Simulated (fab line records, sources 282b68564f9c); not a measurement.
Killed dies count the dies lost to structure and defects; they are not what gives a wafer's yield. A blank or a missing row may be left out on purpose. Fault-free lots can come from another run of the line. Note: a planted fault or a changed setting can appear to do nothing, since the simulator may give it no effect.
Which tool was responsible? -- flow rit_cmos -- Sampling: 14 lots, 42 wafers, 5 of 202 route steps

WHAT EACH GAUGE READ, for each wafer
RIT_FOX1_THK_MEAS_01.
lot,measured,on,FOX1_OXIDE_THK (nm)
L926,day 1 17:56,film_metro-04,357 356 359
L927,day 1 22:11,film_metro-04,347 343 346
L928,day 2 04:31,film_metro-03,351 354 346
L929,day 2 07:53,film_metro-03,360 361 356
L930,day 2 13:27,film_metro-04,357 358 359
L931,day 2 17:52,film_metro-04,353 351 362
L934,day 3 08:59,film_metro-04,362 362 358
L938,day 4 06:11,film_metro-03,446 438 446
L939,day 4 10:03,film_metro-02,435 427 429
L942,day 5 01:46,film_metro-03,347 348 345
L943,day 5 08:11,film_metro-03,357 362 361
L945,day 5 16:16,film_metro-02,348 346 350
L948,day 6 06:49,film_metro-02,343 339 347
L949,day 6 13:08,film_metro-02,339 334 339

RIT_CONTACT_OVL_MEAS_09.
lot,measured,on,CONTACT_OVL (nm)
L926,day 3 04:33,overlay-01,-0.6 -2.0 -0.4
L927,day 3 09:13,overlay-01,-0.1 0.0 -0.6
L928,day 3 14:26,overlay-01,-2.4 -1.6 -2.4
L929,day 3 17:47,overlay-01,-0.7 -0.8 -2.6
L930,day 3 23:46,overlay-01,-1.0 0.6 0.9
L931,day 4 05:05,overlay-02,-0.7 -1.2 -0.7
L934,day 4 20:15,overlay-01,-1.4 -1.7 -0.7
L938,day 5 17:48,overlay-02,-1.0 1.3 0.8
L939,day 6 03:08,overlay-01,-1.5 0.7 -0.7
L942,day 6 11:13,overlay-01,1.4 -0.1 -0.9
L943,day 6 19:01,overlay-01,-1.5 -1.3 -1.2
L945,day 7 02:11,overlay-01,-2.5 -0.6 -1.8
L948,day 7 18:04,overlay-02,1.2 0.1 1.7
L949,day 8 00:28,overlay-01,-0.5 0.0 -1.2

RIT_M1_OVL_MEAS_10.
lot,measured,on,M1_OVL (nm)
L926,day 3 07:16,overlay-01,-1.0 -0.3 0.8
L927,day 3 11:44,overlay-02,0.2 4.2 2.2
L928,day 3 16:56,overlay-01,2.1 1.5 1.6
L929,day 3 20:25,overlay-02,-0.2 1.9 1.7
L930,day 4 02:26,overlay-01,2.8 2.3 2.3
L931,day 4 07:50,overlay-02,-0.7 0.6 -0.1
L934,day 4 22:52,overlay-02,0.9 1.9 2.2
L938,day 5 20:26,overlay-01,1.5 0.3 0.8
L939,day 6 05:43,overlay-02,1.4 4.8 2.8
L942,day 6 13:47,overlay-01,-0.5 -1.9 0.8
L943,day 6 21:51,overlay-01,1.5 -0.8 1.3
L945,day 7 04:49,overlay-01,-1.1 -0.2 -0.7
L948,day 7 20:35,overlay-02,-2.2 -2.1 -1.2
L949,day 8 03:03,overlay-01,0.2 -0.3 -0.3

EACH LOT AND THE TOOL THAT RAN IT (in order: tool; ch and the chambers of the sampled wafers; start)
lot,RIT_FOX1_OXIDATION_00,RIT_SILICIDE_RTA_06
L926,"furnace-04 ch 0, day 1 16:36","rtp_anneal-01 ch 0, day 3 03:10"
L927,"furnace-03 ch 0, day 1 20:52","rtp_anneal-02 ch 0, day 3 07:58"
L928,"furnace-02 ch 0, day 2 03:12","rtp_anneal-01 ch 0, day 3 13:02"
L929,"furnace-04 ch 0, day 2 06:34","rtp_anneal-02 ch 0, day 3 16:23"
L930,"furnace-04 ch 0, day 2 12:08","rtp_anneal-01 ch 0, day 3 22:25"
L931,"furnace-04 ch 0, day 2 16:32","rtp_anneal-02 ch 0, day 4 03:42"
L934,"furnace-04 ch 0, day 3 07:40","rtp_anneal-01 ch 0, day 4 18:52"
L938,"furnace-04 ch 0, day 4 04:52","rtp_anneal-01 ch 0, day 5 16:32"
L939,"furnace-04 ch 0, day 4 08:44","rtp_anneal-01 ch 0, day 6 01:51"
L942,"furnace-02 ch 0, day 5 00:26","rtp_anneal-01 ch 0, day 6 09:58"
L943,"furnace-03 ch 0, day 5 06:52","rtp_anneal-02 ch 0, day 6 17:38"
L945,"furnace-02 ch 0, day 5 14:56","rtp_anneal-02 ch 0, day 7 00:56"
L948,"furnace-02 ch 0, day 6 05:31","rtp_anneal-01 ch 0, day 7 16:48"
L949,"furnace-02 ch 0, day 6 11:50","rtp_anneal-02 ch 0, day 7 23:05"
- RIT_FOX1_OXIDATION_00: target thk 350.7 nm, ox time 1130 s.
- RIT_SILICIDE_RTA_06: time 10 s, ramp up 5 s, ramp down 10 s.

WHAT THE TOOLS THEMSELVES READ (means of the sampled wafers that have a number; where no wafer has one, the mark that the record gives instead)
RIT_FOX1_OXIDATION_00.
lot,tool,spike_tc_centre_C (C),spike_tc_source_C (C),tube_center_temp_C_max
L926,furnace-04,1102.0,1122.9,1103.0
L927,furnace-03,1102.7,1126.3,1102.2
L928,furnace-02,1101.5,1119.5,1102.8
L929,furnace-04,1101.3,1121.7,1102.6
L930,furnace-04,1102.4,1122.5,1102.7
L931,furnace-04,1100.8,1121.5,1102.7
L934,furnace-04,1100.7,1123.3,1103.0
L938,furnace-04,1101.8,1121.0,1102.6
L939,furnace-04,1101.7,1122.0,1103.1
L942,furnace-02,1101.7,1119.4,1102.7
L943,furnace-03,1102.1,1125.2,1103.3
L945,furnace-02,1100.7,1119.4,1102.6
L948,furnace-02,1102.2,1119.3,1102.9
L949,furnace-02,1102.1,1119.8,1102.7

RIT_SILICIDE_RTA_06.
lot,tool,wafer_temp_C_max
L926,rtp_anneal-01,752.3
L927,rtp_anneal-02,754.7
L928,rtp_anneal-01,752.6
L929,rtp_anneal-02,754.8
L930,rtp_anneal-01,752.7
L931,rtp_anneal-02,753.6
L934,rtp_anneal-01,752.5
L938,rtp_anneal-01,751.7
L939,rtp_anneal-01,752.2
L942,rtp_anneal-01,752.2
L943,rtp_anneal-02,754.5
L945,rtp_anneal-02,754.7
L948,rtp_anneal-01,753.1
L949,rtp_anneal-02,754.5

THE ANSWER, worked out from the rows above alone
Rule: the usual values come from the lots themselves. Put in order of their means at a reading, lots are off if they are a third of the lots or fewer, leave a main group of 4 or more, and stand apart from it by a gap of 3 or more times the standard deviation of the main group's means; of several such gaps the widest counts. A main group is skipped when, at the precision printed for the reading in the tables above, its means are all equal. Also off: a lot with no number at a reading for which 4 or more lots have one. All remaining lots with rows at the step are treated as sound. After the gauges, taken in route order, come the tools' own readings; for these a lot's mean is taken, as printed above. At the first step where some lot is off, the reading lying furthest off is the one used; lots without a number count as furthest.
Off: L938, L939, at RIT_FOX1_THK_MEAS_01 (FOX1_OXIDE_THK). Main group: mean 352 nm, sd 7.4.
If a tool, at a process step before that reading, ran all the lots that are off and no sound lot after the first of them, it fits. Those tools and the gauges at RIT_FOX1_THK_MEAS_01 are tried in the same way. One candidate fits, namely furnace-04 at RIT_FOX1_OXIDATION_00. Its last sound lot is L934 (day 3 07:40), its first lot that is off L938 (day 4 04:52): a fault that began between those two fits.

WHAT THE SIMULATOR HAD INSERTED
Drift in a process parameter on furnace-04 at RIT_FOX1_OXIDATION_00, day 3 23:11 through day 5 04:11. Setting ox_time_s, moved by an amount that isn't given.
Lots struck among those shown: L938, L939. This agrees with what the rule above found.
